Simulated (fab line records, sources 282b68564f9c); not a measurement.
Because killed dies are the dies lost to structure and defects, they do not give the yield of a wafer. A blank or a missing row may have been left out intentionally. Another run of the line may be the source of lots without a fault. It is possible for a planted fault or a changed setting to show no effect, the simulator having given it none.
A struck lot beside a sound one -- flow ritCmos -- 17 out of 202 route steps
Sound: wafers L904.1, L904.3, L904.5. Wafers L901.1, L901.2, L901.4 were the ones struck. Last of all comes the cause.
At each step with rows: each side's tool, then ch and its chambers, then its first start. Under that, the readings that differ: sound wafers -- struck wafers -- difference of the means -- sigmas: that difference in standard deviations of wafers without a fault.
alike: a reading whose means differ by less than 2 such deviations, as well as words and numbers matching on both sides. not compared: withheld readings; readings where some wafer has no value; bounds like >300 that might hide an equal value; numbers whose values overlap and for which the record gives no deviation.
The two part at a step that has a row with sigmas, a row that says differs or no value, or rows on one side only. When numbers do not overlap yet have no deviation, they are printed without sigmas and do not part them. A reading that every wafer of one side lacks parts them only if that side has two wafers or more.

first, 1 step without rows for these wafers: RIT_GATE_HARDBAKE_18 (time 60 s).
RIT_GATE_ETCH_19: etches poly-Si in SF6/CHF3/O2, stops on SiO2, time 165 s, target depth 312.5 nm.
  sound on rieSi-02 ch 0,1,3, day 6 11:01; struck on rieSi-01 ch 0,1,3, day 5 19:50
  alike: drypumpMotorCurrentA, oesProductAu, throttleValvePct
  not compared: rfHoursCounterH
RIT_GATE_STRIP_20: strips in O2, time 180 s.
  sound on plasmaAsher-04 ch 0,1, day 6 11:07; struck on plasmaAsher-01 ch 0,1, day 5 19:57
  alike: drypumpMotorCurrentA
  not compared: rfHoursCounterH
RIT_GATE_CD_MEAS_90: target cd 150 nm.
  sound on cdSem-01 at day 6 11:17; struck on cdSem-01 at day 5 20:08
  alike: cdNm
then, 4 steps without rows for these wafers: RIT_REOX_CLEAN_00 (cleans in SC1, time 600 s); RIT_REOX_CLEAN_01 (cleans in dHF, time 30 s); RIT_REOX_CLEAN_02 (cleans in SC2, time 600 s); RIT_REOX_OXIDATION_03 (target thk 25.2 nm, ox time 5854 s).
RIT_REOX_THK_MEAS_04:
  sound on filmMetro-04 at day 6 16:08; struck on filmMetro-03 at day 5 23:36
  alike: REOX_OXIDE_THK
then, 3 steps without rows for these wafers: RIT_NLDD_HMDS_00 (prime time 60 s); RIT_NLDD_COAT_01 (resist thk 1000 nm); RIT_NLDD_SOFTBAKE_02 (time 60 s).
RIT_NLDD_EXPOSE_03: exposes mask M7, target cd 40700 nm.
  sound on ilineStepper-02 ch 0, day 6 16:46; struck on ilineStepper-01 ch 0, day 6 00:07
reading,sound,struck,difference,sigmas
model.NLDD.overlayXNm (nm),0.8297 0.8297 0.8297,-179.7 -179.7 -179.7,-180.5,
  alike: mask, stageVelMmS
then, 2 steps without rows for these wafers: RIT_NLDD_PEB_04; RIT_NLDD_DEVELOP_05 (develop time 50 s).
RIT_NLDD_OVL_MEAS_06:
  sound on overlay-02 at day 6 17:10; struck on overlay-02 at day 6 00:43
reading,sound,struck,difference,sigmas
NLDD_OVL (nm),0.8 0.1 0.9,-180.2 -179.0 -179.4,-180.1,-99 or more
  not compared: hold
RIT_M1_PROBE_99:
  the record has rows for the sound wafers here (prober-02, day 7 08:20) and none for the struck ones

== WHERE THEY PART ==
Last at RIT_M1_PROBE_99 as far as this record goes, first at RIT_NLDD_OVL_MEAS_06.

WHY: the cause the simulator had injected
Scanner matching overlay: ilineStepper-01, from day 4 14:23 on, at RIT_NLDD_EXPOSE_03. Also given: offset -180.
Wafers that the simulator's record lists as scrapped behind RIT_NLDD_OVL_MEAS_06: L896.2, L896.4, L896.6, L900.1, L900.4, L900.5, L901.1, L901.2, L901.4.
